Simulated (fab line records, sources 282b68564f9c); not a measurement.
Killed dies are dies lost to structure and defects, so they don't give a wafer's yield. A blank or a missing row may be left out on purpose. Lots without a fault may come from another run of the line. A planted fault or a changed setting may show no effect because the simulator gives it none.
Which tool did it? | flow rit_cmos | 14 lots, 42 wafers sampled, at 2 steps of a route of 202

WHAT THE GAUGES READ, wafer by wafer
RIT_WELLDRIVE_RS_MEAS_02: measures by four-point-probe.
lot  | measured    | on            | PWELL_RS (ohm/sq)
L169 | day 2 11:00 | film_metro-03 | 429.0 430.6 430.2
L170 | day 2 16:38 | film_metro-03 | 429.4 428.5 428.7
L171 | day 3 01:50 | film_metro-03 | 428.7 428.7 427.8
L172 | day 3 03:05 | film_metro-03 | 429.7 428.4 428.5
L173 | day 3 07:08 | film_metro-03 | 427.3 428.1 428.4
L174 | day 3 15:58 | film_metro-03 | 429.6 431.3 429.9
L175 | day 3 18:50 | film_metro-01 | 429.1 428.8 429.3
L182 | day 5 12:11 | film_metro-04 | 429.1 429.1 429.1
L183 | day 5 12:11 | film_metro-03 | 437.5 436.7 437.5
L184 | day 5 17:16 | film_metro-03 | 436.0 435.8 436.5
L186 | day 6 04:12 | film_metro-01 | 428.6 429.6 429.7
L187 | day 6 07:07 | film_metro-03 | 430.2 430.2 430.7
L188 | day 6 13:35 | film_metro-01 | 428.5 425.4 427.6
L189 | day 6 18:57 | film_metro-03 | 428.8 428.1 428.3

WHICH TOOL RAN EACH LOT (tool, then ch and the chambers of the sampled wafers, then the start)
lot  | RIT_PWELL_IMPLANT_08
L169 | implanter-04 ch 0, day 2 05:25
L170 | implanter-02 ch 0, day 2 09:00
L171 | implanter-02 ch 0, day 2 20:08
L172 | implanter-04 ch 0, day 2 21:29
L173 | implanter-04 ch 0, day 3 00:37
L174 | implanter-04 ch 0, day 3 08:05
L175 | implanter-02 ch 0, day 3 13:14
L182 | implanter-03 ch 0, day 5 02:12
L183 | implanter-02 ch 0, day 5 03:00
L184 | implanter-02 ch 0, day 5 11:39
L186 | implanter-04 ch 0, day 5 20:45
L187 | implanter-04 ch 0, day 6 00:20
L188 | implanter-04 ch 0, day 6 07:53
L189 | implanter-04 ch 0, day 6 13:22
- RIT_PWELL_IMPLANT_08

WHAT THE TOOLS THEMSELVES READ (means of the sampled wafers that have a number; where no wafer has one, the mark that the record gives instead)
RIT_PWELL_IMPLANT_08.
lot  | tool         | beam_energy_keV
L169 | implanter-04 | 169.95
L170 | implanter-02 | 170.02
L171 | implanter-02 | 170.10
L172 | implanter-04 | 170.03
L173 | implanter-04 | 169.96
L174 | implanter-04 | 169.95
L175 | implanter-02 | 170.01
L182 | implanter-03 | 170.08
L183 | implanter-02 | 144.82
L184 | implanter-02 | 144.73
L186 | implanter-04 | 170.06
L187 | implanter-04 | 170.05
L188 | implanter-04 | 169.98
L189 | implanter-04 | 169.99

THE ANSWER, worked out from the rows above alone
Rule: what is usual is taken from the lots themselves. Put in order of their means at a reading, lots are off if they are a third of the lots or fewer, leave a main group of 4 or more, and stand apart from it by a gap of 3 or more times the standard deviation of the main group's means; of several such gaps the widest counts. A main group whose means are all the same, to the digits that the tables above print for the reading, isn't used. A lot without any number at a reading at which 4 lots or more have one is off too. The other lots that the step has rows for count as sound. The gauges are gone through in route order, then the tools' own readings, and for those a lot's mean is taken as printed above. The first step at which some lot is off is used, and at that step the reading that is off furthest; a lot without a number counts as furthest.
Off: L183, L184, at RIT_WELLDRIVE_RS_MEAS_02 (PWELL_RS). The main group: mean 429.0 ohm/sq, standard deviation 0.9.
A tool fits if, at a process step before that reading, it ran every lot that is off, and no sound lot after the first of them. The gauges at RIT_WELLDRIVE_RS_MEAS_02 aren't tried: what is off there is off at RIT_PWELL_IMPLANT_08 too, on other tools, and a gauge's error can't cause that. One fits: implanter-02 at RIT_PWELL_IMPLANT_08. Its last sound lot is L175 (day 3 13:14), its first lot that is off L183 (day 5 03:00): a fault that began between those two fits.
The tool's own readings at RIT_PWELL_IMPLANT_08 bear it out: on the lots that are off they differ by more than 5 times the standard deviation of the sound lots' means. beam_energy_keV reads 144.77 there against 170.01 on the sound lots.

WHAT THE SIMULATOR HAD PUT IN
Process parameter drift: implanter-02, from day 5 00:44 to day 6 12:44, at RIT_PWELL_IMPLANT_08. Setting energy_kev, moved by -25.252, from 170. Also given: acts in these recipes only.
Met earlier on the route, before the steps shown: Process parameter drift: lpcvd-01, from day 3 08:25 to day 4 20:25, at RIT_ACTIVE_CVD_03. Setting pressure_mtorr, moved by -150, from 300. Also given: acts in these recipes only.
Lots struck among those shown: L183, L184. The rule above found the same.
